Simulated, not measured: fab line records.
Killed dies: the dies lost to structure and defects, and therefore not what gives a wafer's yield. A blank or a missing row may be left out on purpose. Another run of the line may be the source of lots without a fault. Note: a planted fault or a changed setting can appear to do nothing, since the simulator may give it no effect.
Which tool did it?    flow rit_cmos    14 lots, 42 wafers sampled, at 3 steps of a route of 202

WHAT THE GAUGES READ, wafer by wafer
RIT_SILICIDE_RS_MEAS_02: uses a four-point probe to measure. Usual: for SILICIDE_TI_RS the level is 48.2 ohm/sq and the standard deviation is 0.64.
lot   measured     on             SILICIDE_TI_RS (ohm/sq)  flag
L898  day 3 07:22  film_metro-02  47.6 48.2 47.9           
L899  day 3 14:41  film_metro-03  48.9 48.1 47.8           
L900  day 3 19:09  film_metro-04  47.2 47.5 47.7           
L902  day 4 07:20  film_metro-04  47.8 47.2 48.2           
L904  day 4 13:40  film_metro-04  49.1 48.7 48.6           
L905  day 4 18:58  film_metro-04  48.9 49.5 48.9           
L908  day 5 06:58  film_metro-04  48.1 48.5 48.4           
L909  day 5 13:19  film_metro-02  49.0 48.9 48.9           
L910  day 5 15:47  film_metro-04  48.2 47.7 47.4           
L914  day 6 11:07  film_metro-04  49.1 49.2 48.4           
L915  day 6 17:25  film_metro-04  20.6 20.9 20.7           OFF
L916  day 7 01:01  film_metro-04  20.4 20.3 20.6           OFF
L920  day 7 17:33  film_metro-03  47.9 47.6 47.5           
L921  day 8 04:19  film_metro-04  48.2 48.6 48.0           

RIT_SILICIDE_THK_MEAS_03: measures by xrf. Usual: for SILICIDE_TI_THK the level is 29.7 nm and the standard deviation is 0.32.
lot   measured     on             SILICIDE_TI_THK (nm)  flag
L898  day 3 07:28  film_metro-02  30.0 29.9 29.9        
L899  day 3 14:49  film_metro-03  29.3 29.8 29.8        
L900  day 3 19:16  film_metro-04  30.2 30.2 30.0        
L902  day 4 07:28  film_metro-04  29.7 30.1 29.7        
L904  day 4 13:47  film_metro-04  29.5 29.6 29.6        
L905  day 4 19:04  film_metro-04  29.3 29.1 29.4        
L908  day 5 07:04  film_metro-04  29.7 29.6 29.6        
L909  day 5 13:26  film_metro-02  29.5 29.6 29.6        
L910  day 5 15:54  film_metro-04  29.7 30.1 30.1        
L914  day 6 11:14  film_metro-04  29.2 29.1 29.6        
L915  day 6 17:32  film_metro-04  59.7 58.6 59.1        OFF
L916  day 7 01:08  film_metro-04  59.9 60.0 59.4        OFF
L920  day 7 17:40  film_metro-03  29.8 29.9 29.9        
L921  day 8 04:26  film_metro-04  29.6 29.4 29.8        

TOOL THAT RAN EACH LOT (tool first, then ch and the chambers of the sampled wafers, then the start)
lot   RIT_SILICIDE_SPUTTER_01
L898  pvd_sputter-02, day 3 07:11
L899  pvd_sputter-04, day 3 14:32
L900  pvd_sputter-02, day 3 19:00
L902  pvd_sputter-02, day 4 07:11
L904  pvd_sputter-02, day 4 13:30
L905  pvd_sputter-04, day 4 18:47
L908  pvd_sputter-01, day 5 06:47
L909  pvd_sputter-04, day 5 13:10
L910  pvd_sputter-01, day 5 15:37
L914  pvd_sputter-01, day 6 10:57
L915  pvd_sputter-04, day 6 16:58
L916  pvd_sputter-02, day 7 00:34
L920  pvd_sputter-02, day 7 17:23
L921  pvd_sputter-04, day 8 04:10
- RIT_SILICIDE_SPUTTER_01: material Ti, target thk 30 nm, time 240 s.

WHAT THE TOOLS THEMSELVES READ (means of the sampled wafers that have a number; where no wafer has one, the mark that the record gives instead)
RIT_SILICIDE_SPUTTER_01. Usual: throttle_valve_pct 30.4 %, standard deviation 0.88.
lot   tool            throttle_valve_pct (%)  flag
L898  pvd_sputter-02  30.4                    
L899  pvd_sputter-04  30.7                    
L900  pvd_sputter-02  29.7                    
L902  pvd_sputter-02  29.4                    
L904  pvd_sputter-02  30.2                    
L905  pvd_sputter-04  30.6                    
L908  pvd_sputter-01  30.2                    
L909  pvd_sputter-04  31.4                    
L910  pvd_sputter-01  30.2                    
L914  pvd_sputter-01  29.9                    
L915  pvd_sputter-04  31.1                    
L916  pvd_sputter-02  30.0                    
L920  pvd_sputter-02  29.5                    
L921  pvd_sputter-04  31.1                    

THE ANSWER, worked out from the rows above alone
Rule: lot off if the mean of its wafers having a number is beyond 3 standard deviations from the usual mean. A lot without any number at a reading at which 4 lots or more have one is off too. The other lots that the step has rows for count as sound. First the gauges in route order, then the tools' own readings, where a lot's mean is used as printed above. At the first step where some lot is off, the reading lying furthest off is the one used; lots without a number count as furthest.
Off: at RIT_SILICIDE_RS_MEAS_02 (SILICIDE_TI_RS), L915, L916.
A tool fits if, at a process step before that reading, it ran every lot that is off, and no sound lot after the first of them. Gauges at RIT_SILICIDE_RS_MEAS_02: tried the same way as those tools. Not one of the candidates tried fits.

WHAT WAS PUT IN BY THE SIMULATOR
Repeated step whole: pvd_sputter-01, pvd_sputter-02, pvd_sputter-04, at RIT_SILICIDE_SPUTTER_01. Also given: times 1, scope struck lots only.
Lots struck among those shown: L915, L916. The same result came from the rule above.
